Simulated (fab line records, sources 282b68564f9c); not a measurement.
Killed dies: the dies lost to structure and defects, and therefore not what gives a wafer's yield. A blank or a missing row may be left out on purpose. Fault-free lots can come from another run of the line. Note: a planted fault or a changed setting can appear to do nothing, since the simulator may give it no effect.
fab line records    flow rit-cmos
record: lots: 7  wafers: 21  last-day: 7
route steps=202 shown CONTACT@178 M1@184
lots untouched by any fault: they come from a run of this same line in which no faults occurred
start-h: start of the lot's first displayed wafer, in hours after the record's first day    wait-h: how many hours have passed since the lot's step before this one    " as in the row above    L1.1+2: one row covering several wafers at once    - no value, or no start given    * or withheld: withheld    < > ~ a bound
route shown NAME@n: NAME is a module with steps in the file, n the number in the route of the first one    usual: the fault-free wafers' mean and standard deviation    same: alike in all rows    chamber/n: place in a boat    sites: the reading at each site    _std_site: standard deviation of those values    _edge_site: mean of outer sites minus mean of inner sites    radius-mm: how far each site lies from the wafer's centre    mask NAME#n: copy n    behind: the last tool/chamber to shape the wafer    hold: cause of the lot's hold/its duration in hours/its outcome    device: the transistor (n, p or np) that didn't switch    end of line: the same wafers' tests at the end of the route    a step without rows: its recipe alone    killed: dies lost to structure and defects at the first sort, not the wafer's yield    map: shows each die of a wafer: x if killed, . if not, _ if none is there
set.NAME: the setting that was run; set.NAME@STEP: the one run at that earlier step    model.NAME: the simulator's own value behind a step, which no gauge read
lots at some steps of the route; a table a step, a row a wafer
services: a tool's chamber out of use, with start hour (start-h, from the record's first day; less than 0 if before it), hours out, and reason
== steps ==
step: RIT_CONTACT_HARDBAKE_10
recipe: resist: NOVOLAK  temp-c: 140  time-s: 60
step: RIT_CONTACT_ETCH_11
recipe: target-depth-a: 4800  over-etch-frac: 0.2  stop-on: TiSi2  chemistry: CHF3/CF4/Ar  target: SiO2  CHF3_flow_sccm: 50  cf4-flow-sccm: 10  Ar_flow_sccm: 100  O2_flow_sccm: 5  pressure-mtorr: 100  rf-w: 200  time-s: 320
usual: drypump-motor-current-A: 5.8/0.45  oes-product-au: 0.985/0.018  throttle-valve-pct: 8.90/0.11
lot.wafer  tool         chamber  start-h  wait-h  drypump-motor-current-A  oes-product-au  rf-hours-counter-h  throttle-valve-pct
L293.3     rie-diel-04  1        58.20    0.1     5.9                      0.988           4                   8.95
L293.5     "            0        "        "       5.9                      0.987           -                   9.02
L293.6     "            3        "        "       5.6                      0.994           -                   8.97
L297.1     rie-diel-03  1        78.06    0.1     6.7                      0.979           6                   8.85
L297.4     "            0        "        "       6.4                      0.988           86                  8.91
L297.6     "            2        "        "       5.6                      1.014           -                   9.00
L305.1     rie-diel-01  2        118.79   0.1     5.2                      0.956           43                  8.66
L305.5     "            2        "        "       5.2                      0.958           -                   8.67
L305.6     "            3        "        "       5.7                      0.971           -                   8.83
L306.2     rie-diel-03  1        122.26   0.1     6.7                      0.980           7                   8.84
L306.3     "            3        "        "       5.8                      0.963           97                  8.79
L306.6     "            0        "        "       6.4                      0.988           -                   8.89
L307.3     rie-diel-04  3        126.52   0.1     5.6                      0.997           16                  8.96
L307.5     "            3        "        "       5.5                      0.991           -                   8.96
L307.6     "            0        "        "       6.0                      0.985           -                   9.03
L311.2     rie-diel-01  0        147.75   0.1     4.9                      1.008           136                 8.84
L311.3     "            2        "        "       5.2                      0.958           43                  8.67
L311.4     "            3        "        "       5.7                      0.965           85                  8.84
L315.1     rie-diel-01  3        168.65   0.1     5.7                      0.967           86                  8.82
L315.3     "            0        "        "       4.9                      1.002           137                 8.85
L315.6     "            2        "        "       5.3                      0.952           -                   8.64
step: RIT_CONTACT_STRIP_12
recipe: chemistry: O2  time-s: 180  resist: NOVOLAK  platen-temp-c: withheld  power-w: 500  pressure-mtorr: 4000  o2-flow-sccm: 4000
usual: drypump-motor-current-A: 5.4/0.53
lot.wafer  tool             chamber  start-h  wait-h  drypump-motor-current-A  rf-hours-counter-h
L293.3     plasma-asher-02  1        58.45    0.2     4.9                      -
L293.5     "                1        "        "       4.9                      -
L293.6     "                0        "        "       6.1                      -
L297.1     plasma-asher-01  1        78.26    0.1     6.1                      45
L297.4     "                1        "        "       6.1                      -
L297.6     "                1        "        "       6.1                      -
L305.1     plasma-asher-03  1        118.99   0.1     4.8                      50
L305.5     "                1        "        "       4.8                      -
L305.6     "                0        "        "       5.8                      -
L306.2     plasma-asher-03  1        122.46   0.1     4.8                      51
L306.3     "                0        "        "       5.8                      -
L306.6     "                1        "        "       4.8                      -
L307.3     plasma-asher-02  1        126.78   0.2     4.9                      -
L307.5     "                0        "        "       6.1                      -
L307.6     "                1        "        "       4.9                      -
L311.2     plasma-asher-02  1        147.94   0.1     4.9                      35
L311.3     "                1        "        "       4.9                      -
L311.4     "                0        "        "       6.1                      -
L315.1     plasma-asher-03  0        168.84   0.1     5.8                      55
L315.3     "                0        "        "       5.8                      -
L315.6     "                0        "        "       5.8                      -
step: RIT_CONTACT_CD_MEAS_90
recipe: target-cd-nm: 1000
usual: cd-nm: 1000.3/1.9
lot.wafer  tool       chamber  start-h  wait-h  cd-nm
L293.3     cd-sem-01  -        58.61    0.1     1000.7
L293.5     "          -        "        "       1001.0
L293.6     "          -        "        "       1001.8
L297.1     cd-sem-02  -        78.43    0.1     998.1
L297.4     "          -        "        "       999.5
L297.6     "          -        "        "       996.6
L305.1     cd-sem-02  -        119.16   0.1     1002.5
L305.5     "          -        "        "       1002.5
L305.6     "          -        "        "       1001.5
L306.2     cd-sem-01  -        122.65   0.1     999.4
L306.3     "          -        "        "       1000.1
L306.6     "          -        "        "       1000.5
L307.3     cd-sem-02  -        126.93   0.1     997.2
L307.5     "          -        "        "       996.2
L307.6     "          -        "        "       997.3
L311.2     cd-sem-01  -        148.14   0.1     1000.4
L311.3     "          -        "        "       998.7
L311.4     "          -        "        "       1001.5
L315.1     cd-sem-02  -        169.02   0.1     1001.9
L315.3     "          -        "        "       1002.1
L315.6     "          -        "        "       1000.5
step: RIT_CONTACT_CLEAN_13
recipe: chemistry: SC1  mix: 3:3:50  time-s: 600  temp-c: 75
step: RIT_CONTACT_CLEAN_14
recipe: chemistry: SC2  mix: 3:3:50  time-s: 600  temp-c: 75  dry: n2-spin
step: RIT_M1_SPUTTER_00
recipe: material: Al  target-thk-nm: 400  power-w: 2000  chamber-pressure-pa: 0.4  gas: Ar  time-s: 500  substrate-temp-c: 25
usual: chamber-pressure-pa: 0.3999/0.00072  throttle-valve-pct: 30.0/1
lot.wafer  tool            chamber  start-h  wait-h  chamber-pressure-pa  throttle-valve-pct
L293.3     pvd-sputter-02  -        59.04    0.0     0.3993               31.9
L293.5     "               -        "        "       0.4005               29.8
L293.6     "               -        "        "       0.4015               30.3
L297.1     pvd-sputter-01  -        78.92    0.0     0.3998               31.0
L297.4     "               -        "        "       0.4004               28.0
L297.6     "               -        "        "       0.3996               28.7
L305.1     pvd-sputter-02  -        119.81   0.0     0.4006               31.9
L305.5     "               -        "        "       0.3988               29.9
L305.6     "               -        "        "       0.3997               30.2
L306.2     pvd-sputter-03  -        123.29   0.0     0.3990               30.1
L306.3     "               -        "        "       0.4000               28.4
L306.6     "               -        "        "       0.3996               30.5
L307.3     pvd-sputter-02  -        127.54   0.0     0.3994               32.1
L307.5     "               -        "        "       0.4009               29.7
L307.6     "               -        "        "       0.3997               30.2
L311.2     pvd-sputter-02  -        148.60   0.0     0.4003               29.9
L311.3     "               -        "        "       0.4000               29.9
L311.4     "               -        "        "       0.4007               31.7
L315.1     pvd-sputter-02  -        169.49   0.0     0.4001               29.9
L315.3     "               -        "        "       0.4007               29.7
L315.6     "               -        "        "       0.3996               30.1
step: RIT_M1_RS_MEAS_01
recipe: thk-meas-gauge: four-point-probe  reads: Al_of_M1_SPUTTER_00
usual: M1_AL_RS: 0.0729/0.0008
lot.wafer  tool           chamber  start-h  wait-h  M1_AL_RS[ohm/sq]
L293.3     film-metro-02  -        59.37    0.2     0.0729
L293.5     "              -        "        "       0.0734
L293.6     "              -        "        "       0.0732
L297.1     film-metro-02  -        79.21    0.1     0.0740
L297.4     "              -        "        "       0.0734
L297.6     "              -        "        "       0.0734
L305.1     film-metro-02  -        120.10   0.1     0.0716
L305.5     "              -        "        "       0.0720
L305.6     "              -        "        "       0.0724
L306.2     film-metro-02  -        123.61   0.2     0.0738
L306.3     "              -        "        "       0.0729
L306.6     "              -        "        "       0.0742
L307.3     film-metro-02  -        127.87   0.2     0.0730
L307.5     "              -        "        "       0.0733
L307.6     "              -        "        "       0.0732
L311.2     film-metro-02  -        148.92   0.2     0.0732
L311.3     "              -        "        "       0.0730
L311.4     "              -        "        "       0.0732
L315.1     film-metro-04  -        169.78   0.1     0.0729
L315.3     "              -        "        "       0.0731
L315.6     "              -        "        "       0.0726
step: RIT_M1_THK_MEAS_02
recipe: thk-meas-gauge: xrf  reads: Al_of_M1_SPUTTER_00
usual: M1_AL_THK: 401/4.7
lot.wafer  tool           chamber  start-h  wait-h  M1_AL_THK[nm]
L293.3     film-metro-02  -        59.47    0.1     403
L293.5     "              -        "        "       399
L293.6     "              -        "        "       397
L297.1     film-metro-02  -        79.33    0.1     399
L297.4     "              -        "        "       398
L297.6     "              -        "        "       397
L305.1     film-metro-02  -        120.22   0.1     406
L305.5     "              -        "        "       406
L305.6     "              -        "        "       404
L306.2     film-metro-02  -        123.72   0.1     396
L306.3     "              -        "        "       403
L306.6     "              -        "        "       391
L307.3     film-metro-02  -        127.97   0.1     400
L307.5     "              -        "        "       397
L307.6     "              -        "        "       399
L311.2     film-metro-02  -        149.03   0.1     400
L311.3     "              -        "        "       403
L311.4     "              -        "        "       400
L315.1     film-metro-04  -        169.90   0.1     410
L315.3     "              -        "        "       405
L315.6     "              -        "        "       407
step: RIT_M1_HMDS_03
recipe: prime-time-s: 60  prime-temp-c: 140
step: RIT_M1_COAT_04
recipe: resist: NOVOLAK  spin-rpm: 2000  resist-thk-nm: 1300
step: RIT_M1_SOFTBAKE_05
recipe: resist: NOVOLAK  temp-c: 90  time-s: 60
step: RIT_M1_EXPOSE_06
recipe: mask-id: M12  na: 0.6  source-shape: conventional  sigma-outer: 0.5  target-cd-nm: 2600  dose-mj: 250
usual: exposure-dose-mJ-cm2: 249.99/0.22  reticle-temp-C: 22.99/0.096
lot.wafer  tool              chamber  start-h  wait-h  mask   exposure-dose-mJ-cm2  reticle-temp-C  model.M1.overlay-x-nm
L293.3     iline-stepper-01  0        60.18    0.2     M12#0  249.38                23.02           2.85
L293.5     "                 0        "        "       M12#0  249.59                23.16           2.85
L293.6     "                 0        "        "       M12#0  249.56                23.06           2.85
L297.1     iline-stepper-02  0        79.97    0.2     M12#0  249.81                23.00           -3.402
L297.4     "                 0        "        "       M12#0  250.01                22.73           -3.402
L297.6     "                 0        "        "       M12#0  250.22                22.95           -3.402
L305.1     iline-stepper-01  0        120.73   0.1     M12#0  250.06                23.12           242.9
L305.5     "                 0        "        "       M12#0  249.98                22.88           242.9
L305.6     "                 0        "        "       M12#0  249.90                23.02           242.9
L306.2     iline-stepper-01  0        124.24   0.1     M12#0  249.98                23.05           241.2
L306.3     "                 0        "        "       M12#0  250.15                23.02           241.2
L306.6     "                 0        "        "       M12#0  249.56                23.12           241.2
L307.3     iline-stepper-01  0        128.50   0.1     M12#0  249.79                23.03           243
L307.5     "                 0        "        "       M12#0  250.35                23.05           243
L307.6     "                 0        "        "       M12#0  249.90                22.99           243
L311.2     iline-stepper-02  0        149.67   0.2     M12#0  250.16                22.91           -1.913
L311.3     "                 0        "        "       M12#0  250.19                23.05           -1.913
L311.4     "                 0        "        "       M12#0  249.95                23.05           -1.913
L315.1     iline-stepper-02  0        170.54   0.2     M12#0  250.35                22.90           1.045
L315.3     "                 0        "        "       M12#0  249.95                22.89           1.045
L315.6     "                 0        "        "       M12#0  250.09                22.93           1.045
step: RIT_M1_PEB_07
recipe: resist: NOVOLAK  temp-c: withheld  time-s: withheld
step: RIT_M1_DEVELOP_08
recipe: resist: NOVOLAK  develop-time-s: 68  dev-temp-c: 23
step: RIT_M1_CD_MEAS_09
recipe: target-cd-nm: 2600
usual: cd-nm: 2600.3/2.5
lot.wafer  tool       chamber  start-h  wait-h  cd-nm
L293.3     cd-sem-02  -        60.61    -       2602.2
L293.5     "          -        "        "       2600.6
L293.6     "          -        "        "       2601.9
L297.1     cd-sem-01  -        80.40    -       2605.2
L297.4     "          -        "        "       2603.3
L297.6     "          -        "        "       2605.6
L305.1     cd-sem-02  -        121.16   -       2603.1
L305.5     "          -        "        "       2601.2
L305.6     "          -        "        "       2600.6
L306.2     cd-sem-01  -        124.67   -       2604.0
L306.3     "          -        "        "       2602.9
L306.6     "          -        "        "       2604.4
L307.3     cd-sem-02  -        128.93   -       2597.2
L307.5     "          -        "        "       2597.5
L307.6     "          -        "        "       2598.1
L311.2     cd-sem-02  -        150.10   -       2597.6
L311.3     "          -        "        "       2597.4
L311.4     "          -        "        "       2597.3
L315.1     cd-sem-01  -        170.97   -       2599.4
L315.3     "          -        "        "       2600.6
L315.6     "          -        "        "       2599.8
step: RIT_M1_OVL_MEAS_10
usual: M1_OVL: -0.6/1.4
lot.wafer  tool        chamber  start-h  wait-h  M1_OVL[nm]
L293.3     overlay-01  -        60.70    0.1     2.5
L293.5     "           -        "        "       1.3
L293.6     "           -        "        "       0.4
L297.1     overlay-02  -        80.52    0.1     -3.7
L297.4     "           -        "        "       -3.0
L297.6     "           -        "        "       -3.5
L305.1     overlay-02  -        121.28   0.1     239.1
L305.5     "           -        "        "       240.5
L305.6     "           -        "        "       241.3
L306.2     overlay-01  -        124.77   0.1     240.2
L306.3     "           -        "        "       239.9
L306.6     "           -        "        "       239.4
L307.3     overlay-02  -        129.03   0.1     240.3
L307.5     "           -        "        "       241.9
L307.6     "           -        "        "       241.2
L311.2     overlay-02  -        150.21   0.1     -1.5
L311.3     "           -        "        "       -1.3
L311.4     "           -        "        "       -2.5
L315.1     overlay-02  -        171.09   0.1     -1.1
L315.3     "           -        "        "       -0.8
L315.6     "           -        "        "       -1.2
step: RIT_M1_HARDBAKE_11
recipe: resist: NOVOLAK  temp-c: 140  time-s: 120
step: RIT_M1_PROBE_99
usual: defect-limited-yield: 97.5/1.1  killed-at-contacts: 0.1/0.32  killed-at-front-end: 7/3  killed-dies: 7/3  killed-open: 3.4/2.2  killed-short: 3.3/1.8  sort_bin_3_pad_short: 0.2/0.25  sort_bin_5_function: 1.5/0.79  sort_bin_6_memory: 0.9/0.65  sort-n-pass: 257/3  sort-yield-pct: 97.5/1.1
same: gross-dies: 264  killed_at_M0_to_M3: 0  killed_at_M4_up: 0  killed-at-back-side: 0  killed-at-other: 0
lot.wafer  tool       chamber  start-h  wait-h  defect-limited-yield[%]  killed-at-contacts  killed-at-front-end  killed-dies  killed-open  killed-short  sort_bin_3_pad_short[%]  sort_bin_5_function[%]  sort_bin_6_memory[%]  sort-n-pass  sort-yield-pct[%]  model.etest.nmos_0p15.junction-log10-a-um  model.etest.nmos-narrow.off-log10-a-um  model.etest.nmos_0p3.off-log10-a-um  model.etest.gate-end-array.leak-log10-a-um  model.etest.pmos_0p15.junction-log10-a-um  model.etest.contact-diode-array.leak-log10-a  model.etest.pmos_0p3.off-log10-a-um  model.etest.select-edge-diode-n.leak-log10-a
L293.3     prober-02  -        64.46    0.2     97.7                     0                   6                    6            3            3             0.4                      1.1                     0.8                   258          97.7               -13.57                                     -13.16                                  -13.05                               -12.9                                       -13.73                                     -9.474                                        -12.71                               -9.889
L293.5     prober-02  -        64.56    0.2     98.5                     0                   4                    4            1            3             0.4                      0.8                     0.4                   260          98.5               -13.49                                     -13.25                                  -13.07                               -12.81                                      -13.88                                     -9.311                                        -12.61                               -9.902
L293.6     prober-02  -        64.61    0.2     97.3                     0                   7                    7            3            4             0.4                      2.3                     0                     257          97.3               -13.54                                     -13.16                                  -13.09                               -12.97                                      -13.73                                     -9.434                                        -12.74                               -9.851
L297.1     prober-02  -        83.07    0.1     97.3                     0                   7                    7            3            4             0.4                      1.1                     1.1                   257          97.3               -13.6                                      -13.2                                   -13.08                               -12.86                                      -13.71                                     -9.185                                        -12.83                               -9.757
L297.4     prober-02  -        83.22    0.2     95.1                     0                   13                   13           5            8             0.8                      3.0                     1.1                   251          95.1               -13.49                                     -13.17                                  -13.12                               -12.95                                      -13.78                                     -9.52                                         -12.95                               -9.507
L297.6     prober-02  -        83.32    0.2     96.2                     0                   10                   10           5            5             0                        1.9                     1.9                   254          96.2               -13.52                                     -13.19                                  -13.21                               -13.07                                      -13.9                                      -9.573                                        -12.81                               -9.917
L305.1     prober-02  -        123.82   0.1     97.3                     0                   7                    7            4            3             0.4                      1.1                     1.1                   257          97.3               -12.15                                     -12.13                                  -12.13                               -12.01                                      -13.1                                      -8.77                                         -12.76                               -9.757
L305.5     prober-02  -        124.02   0.2     98.5                     0                   4                    4            2            2             0                        1.1                     0.4                   260          98.5               -12.12                                     -12.1                                   -12.09                               -12.05                                      -13                                        -8.671                                        -12.71                               -9.694
L305.6     prober-02  -        124.07   0.2     98.1                     0                   5                    5            2            3             0                        1.5                     0.4                   259          98.1               -12.16                                     -12.14                                  -12.13                               -11.97                                      -13.09                                     -8.838                                        -12.71                               -9.636
L306.2     prober-01  -        127.37   0.1     97.7                     0                   6                    6            6            0             0                        0.8                     1.5                   258          97.7               -12.11                                     -12.09                                  -12.08                               -11.96                                      -13.07                                     -8.769                                        -12.59                               -9.637
L306.3     prober-01  -        127.42   0.2     97.3                     1                   6                    7            3            4             0.4                      1.9                     0.4                   257          97.3               -12.02                                     -12.01                                  -12                                  -11.86                                      -12.95                                     -8.766                                        -12.7                                -9.5
L306.6     prober-01  -        127.57   0.2     99.2                     0                   2                    2            1            1             0                        0.8                     0                     262          99.2               -12.11                                     -12.09                                  -12.08                               -11.9                                       -13.01                                     -8.707                                        -12.54                               -9.572
L307.3     prober-02  -        131.83   0.2     98.9                     0                   3                    3            2            1             0                        1.1                     0                     261          98.9               -12.07                                     -12.05                                  -12.04                               -11.78                                      -13.02                                     -8.695                                        -12.68                               -9.432
L307.5     prober-02  -        131.93   0.2     97.3                     0                   7                    7            4            3             0.4                      0.8                     1.5                   257          97.3               -12.18                                     -12.15                                  -12.14                               -11.94                                      -13.06                                     -8.857                                        -12.6                                -9.828
L307.6     prober-02  -        131.98   0.2     98.5                     0                   4                    4            3            1             0                        1.1                     0.4                   260          98.5               -12.18                                     -12.16                                  -12.14                               -12                                         -13.1                                      -8.843                                        -12.79                               -9.71
L311.2     prober-02  -        152.79   0.1     97.7                     0                   6                    6            3            3             0.4                      1.1                     0.8                   258          97.7               -13.51                                     -13.09                                  -13.04                               -12.83                                      -13.68                                     -9.295                                        -12.75                               -9.926
L311.3     prober-02  -        152.84   0.2     97.7                     0                   6                    6            4            2             0                        1.5                     0.8                   258          97.7               -13.4                                      -13.29                                  -13.28                               -13.03                                      -13.68                                     -9.577                                        -12.85                               -9.765
L311.4     prober-02  -        152.89   0.2     97.0                     1                   7                    8            5            3             0                        2.7                     0.4                   256          97.0               -13.31                                     -13.23                                  -13.04                               -12.78                                      -13.8                                      -9.36                                         -12.94                               -9.713
L315.1     prober-02  -        173.62   0.1     95.8                     0                   11                   11           1            10            0.8                      2.7                     0.8                   253          95.8               -13.51                                     -13.18                                  -13.14                               -13.05                                      -13.78                                     -9.454                                        -13.13                               -9.707
L315.3     prober-02  -        173.72   0.2     98.1                     0                   5                    5            4            1             0                        1.5                     0.4                   259          98.1               -13.53                                     -13.29                                  -12.9                                -12.69                                      -13.87                                     -9.42                                         -12.9                                -9.673
L315.6     prober-02  -        173.87   0.2     98.1                     0                   5                    5            4            1             0                        0.8                     1.1                   259          98.1               -13.49                                     -13.25                                  -13.07                               -12.81                                      -13.73                                     -9.525                                        -12.92                               -9.727
killed by level:class
L293.3 GATE:geometric-particle:short=2 SPACER:geometric-particle:open=2 GATE:geometric-particle:open=1 SILICIDE:geometric-particle:short=1
L293.5 FOX1:geometric-particle:short=1 GATE:geometric-particle:short=1 REOX:geometric-particle:open=1 SILICIDE:geometric-particle:short=1
L293.6 GATE:geometric-particle:short=2 FOX1:geometric-particle:open=1 REOX:geometric-particle:open=1 SPACER:geometric-particle:open=1 SPACER:geometric-particle:short=1 SILICIDE:geometric-particle:short=1
L297.1 FOX2:geometric-particle:open=2 FOX2:geometric-particle:short=2 GATE:geometric-particle:short=1 REOX:geometric-particle:open=1 SILICIDE:geometric-particle:short=1
L297.4 REOX:geometric-particle:open=3 REOX:geometric-particle:short=3 SILICIDE:geometric-particle:short=3 GATE:geometric-particle:short=2 FOX2:geometric-particle:open=1 SILICIDE:geometric-particle:open=1
L297.6 FOX1:geometric-particle:open=2 GATE:geometric-particle:open=2 SILICIDE:geometric-particle:short=2 FOX1:geometric-particle:short=1 FOX2:geometric-particle:open=1 REOX:geometric-particle:short=1 SPACER:geometric-particle:short=1
L305.1 GATE:geometric-particle:open=4 GATE:geometric-particle:short=2 REOX:geometric-particle:short=1
L305.5 GATE:geometric-particle:short=2 GATE:geometric-particle:open=1 SILICIDE:geometric-particle:open=1
L305.6 FOX1:geometric-particle:open=1 FOX1:geometric-particle:short=1 GATE:geometric-particle:short=1 REOX:geometric-particle:short=1 SILICIDE:geometric-particle:open=1
L306.2 GATE:geometric-particle:open=2 FOX1:geometric-particle:open=1 REOX:geometric-particle:open=1 SPACER:geometric-particle:open=1 SILICIDE:geometric-particle:open=1
L306.3 GATE:geometric-particle:open=2 REOX:geometric-particle:short=2 GATE:geometric-particle:short=1 SPACER:geometric-particle:short=1 CONTACT:geometric-particle:open=1
L306.6 FOX2:geometric-particle:open=1 SPACER:geometric-particle:short=1
L307.3 GATE:geometric-particle:open=1 SPACER:geometric-particle:short=1 SILICIDE:geometric-particle:open=1
L307.5 REOX:geometric-particle:open=2 FOX1:geometric-particle:short=1 FOX1:geometric-particle:open=1 FOX2:geometric-particle:short=1 SPACER:geometric-particle:open=1 SPACER:geometric-particle:short=1
L307.6 GATE:geometric-particle:open=2 GATE:geometric-particle:short=1 REOX:geometric-particle:open=1
L311.2 FOX2:geometric-particle:open=2 FOX2:geometric-particle:short=1 GATE:geometric-particle:short=1 REOX:geometric-particle:open=1 SPACER:geometric-particle:short=1
L311.3 GATE:geometric-particle:open=3 FOX2:geometric-particle:short=1 GATE:geometric-particle:short=1 SILICIDE:geometric-particle:open=1
L311.4 FOX1:geometric-particle:open=1 FOX2:geometric-particle:open=1 FOX2:geometric-particle:short=1 REOX:geometric-particle:short=1 SPACER:geometric-particle:short=1 SPACER:geometric-particle:open=1 SILICIDE:geometric-particle:open=1 CONTACT:geometric-particle:open=1
L315.1 GATE:geometric-particle:short=4 FOX2:geometric-particle:short=2 SPACER:geometric-particle:short=2 GATE:geometric-particle:open=1 REOX:geometric-particle:short=1 SILICIDE:geometric-particle:short=1
L315.3 GATE:geometric-particle:open=3 REOX:geometric-particle:short=1 SILICIDE:geometric-particle:open=1
L315.6 GATE:geometric-particle:open=2 REOX:geometric-particle:open=1 REOX:geometric-particle:short=1 SILICIDE:geometric-particle:open=1
== services ==
tool              chamber  start-h  hours  kind
rie-diel-01       0        39.66    4.8    repair
iline-stepper-02  -        52.03    1.8    repair
pvd-sputter-02    -        68.49    3.0    repair
rie-diel-04       -        91.05    0.8    repair
iline-stepper-02  -        96.84    5.0    repair
iline-stepper-02  -        117.01   1.7    pm
pvd-sputter-01    -        117.27   6.6    repair
iline-stepper-02  -        132.21   2.2    repair
rie-diel-04       1        138.73   7.1    repair
plasma-asher-01   -        141.83   6.1    repair
plasma-asher-01   -        142.26   2.1    repair
plasma-asher-03   -        145.22   4.3    pm
rie-diel-03       -        163.38   0.5    repair
rie-diel-03       1        164.61   7.6    repair
== key ==
first-sign: step: RIT_M1_OVL_MEAS_10  reading: M1_OVL  direction: up  sigmas: 99+  usual: -0.6  struck: 240.4
effect none on later readings
model-effect: step: RIT_M1_EXPOSE_06  value: M1.overlay-x-nm  without: 2.351  struck: 242.4
model-effect: step: RIT_M1_PROBE_99  value: etest.nmos_0p15.junction-log10-a-um  without: -13.59  struck: -12.12
met-at RIT_M1_EXPOSE_06
struck-wafers L305.1,L305.5,L305.6,L306.2,L306.3,L306.6,L307.3,L307.5,L307.6
onset-between 60.18 120.73
fault: kind: scanner-matching-overlay  tool: iline-stepper-01  chamber: -  onset-h: 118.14  steps: RIT_M1_EXPOSE_06  offset: 240
